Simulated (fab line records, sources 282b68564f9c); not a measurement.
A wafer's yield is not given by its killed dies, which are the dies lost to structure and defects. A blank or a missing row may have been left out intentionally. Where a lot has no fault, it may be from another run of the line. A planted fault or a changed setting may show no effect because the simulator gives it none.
Which tool is to blame? -- flow rit-cmos -- 13 lots, 39 wafers sampled, at 4 steps of a route of 202

== WHAT THE GAUGES SHOWED, per wafer ==
RIT_NSD_OVL_MEAS_06.
lot,measured,on,NSD_OVL (nm)
L333,day 3 09:46,overlay-01,1.8 0.1 -0.3
L335,day 3 13:56,overlay-02,- - -
L337,day 4 08:26,overlay-02,-0.6 -1.3 -0.2
L345,day 5 13:20,overlay-02,0.8 -0.3 1.9
L347,day 5 23:05,overlay-01,0.8 -0.1 1.8
L348,day 6 05:59,overlay-01,0.9 1.1 -0.5
L349,day 6 10:15,overlay-01,2.3 0.4 0.5
L351,day 7 02:33,overlay-01,1.8 0.8 1.6
L352,day 7 09:29,overlay-01,-1.7 0.8 1.3
L353,day 7 13:08,overlay-01,1.6 -1.6 1.1
L354,day 7 20:04,overlay-01,1.7 -1.8 -0.2
L355,day 8 05:13,overlay-01,-2.4 0.0 0.3
L356,day 8 06:59,overlay-02,1.3 -0.4 -1.0

RIT_NSD_TW_MEAS_10.
lot,measured,on,NSD_TW
L333,day 3 10:17,film-metro-01,3106 3102 3097
L335,day 3 14:33,film-metro-04,30 30 30
L337,day 4 08:57,film-metro-01,3103 3084 3118
L345,day 5 13:52,film-metro-01,3099 3109 3114
L347,day 5 23:36,film-metro-04,3072 3101 3072
L348,day 6 06:30,film-metro-03,3139 3147 3127
L349,day 6 10:50,film-metro-04,3102 3096 3100
L351,day 7 03:04,film-metro-04,3101 3078 3099
L352,day 7 10:00,film-metro-03,3151 3159 3158
L353,day 7 13:39,film-metro-01,3115 3099 3104
L354,day 7 20:35,film-metro-01,3108 3102 3106
L355,day 8 05:44,film-metro-01,3106 3101 3098
L356,day 8 07:30,film-metro-01,3099 3097 3101

RIT_PSD_TW_MEAS_10.
lot,measured,on,PSD_TW
L333,day 3 11:49,film-metro-01,3422 3423 3413
L335,day 3 16:06,film-metro-03,3670 3657 3680
L337,day 4 10:23,film-metro-01,3409 3411 3416
L345,day 5 15:26,film-metro-04,3385 3383 3383
L347,day 6 01:09,film-metro-01,3404 3405 3402
L348,day 6 07:56,film-metro-03,3457 3465 3438
L349,day 6 12:16,film-metro-03,3458 3467 3480
L351,day 7 04:29,film-metro-03,3461 3470 3487
L352,day 7 11:25,film-metro-04,3394 3400 3396
L353,day 7 15:04,film-metro-04,3399 3401 3401
L354,day 7 22:00,film-metro-04,3375 3378 3382
L355,day 8 07:10,film-metro-04,3403 3400 3403
L356,day 8 09:03,film-metro-03,3430 3448 3453

== WHAT TOOL EACH LOT RAN ON (gives the tool, then ch and the chambers of the sampled wafers, and finally the start) ==
lot,RIT_NSD_EXPOSE_03
L333,"iline-stepper-02 ch 0, day 3 09:22"
L335,"iline-stepper-02 ch 0, day 3 13:31"
L337,"iline-stepper-02 ch 0, day 4 08:02"
L345,"iline-stepper-02 ch 0, day 5 12:58"
L347,"iline-stepper-01 ch 0, day 5 22:41"
L348,"iline-stepper-02 ch 0, day 6 05:35"
L349,"iline-stepper-01 ch 0, day 6 09:52"
L351,"iline-stepper-01 ch 0, day 7 02:09"
L352,"iline-stepper-02 ch 0, day 7 08:56"
L353,"iline-stepper-02 ch 0, day 7 12:44"
L354,"iline-stepper-02 ch 0, day 7 19:40"
L355,"iline-stepper-01 ch 0, day 8 04:52"
L356,"iline-stepper-01 ch 0, day 8 06:35"
- RIT_NSD_EXPOSE_03: exposes mask M9, target cd 40700 nm.

== WHAT THE TOOLS THEMSELVES READ (means of the sampled wafers that have a number; where no wafer has one, the mark that the record gives instead) ==
The record holds no such reading with a usual standard deviation.

== THE ANSWER, worked out from the rows above alone ==
Rule: the usual values come from the lots themselves. The widest of any qualifying gaps counts: lots, ordered by their means at a reading, are off when they make up no more than a third of the lots, leave a main group of 4 or more, and stand apart from it by 3 or more times the standard deviation of that group's means. Not used: any main group whose means are identical at the precision the tables above print for the reading. Also off: a lot with no number at a reading for which 4 or more lots have one. Where the step has rows for the other lots, those lots are counted as sound. The gauges are gone through in route order, then the tools' own readings, and for those a lot's mean is taken as printed above. The first step at which some lot is off is used, and at that step the reading that is off furthest; a lot without a number counts as furthest.
Off: L335, seen at RIT_NSD_OVL_MEAS_06 (NSD_OVL). Without a number there: L335. The main group: mean 0.3 nm, standard deviation 0.63.
A tool fits if, at a process step before that reading, it ran every lot that is off, and no sound lot after the first of them. Not tried: the gauges at RIT_NSD_OVL_MEAS_06; whatever is off there is also off at RIT_NSD_TW_MEAS_10, on other tools, and gauge error can't account for it. No candidate that was tried fits.

== WHAT THE SIMULATOR PUT IN ==
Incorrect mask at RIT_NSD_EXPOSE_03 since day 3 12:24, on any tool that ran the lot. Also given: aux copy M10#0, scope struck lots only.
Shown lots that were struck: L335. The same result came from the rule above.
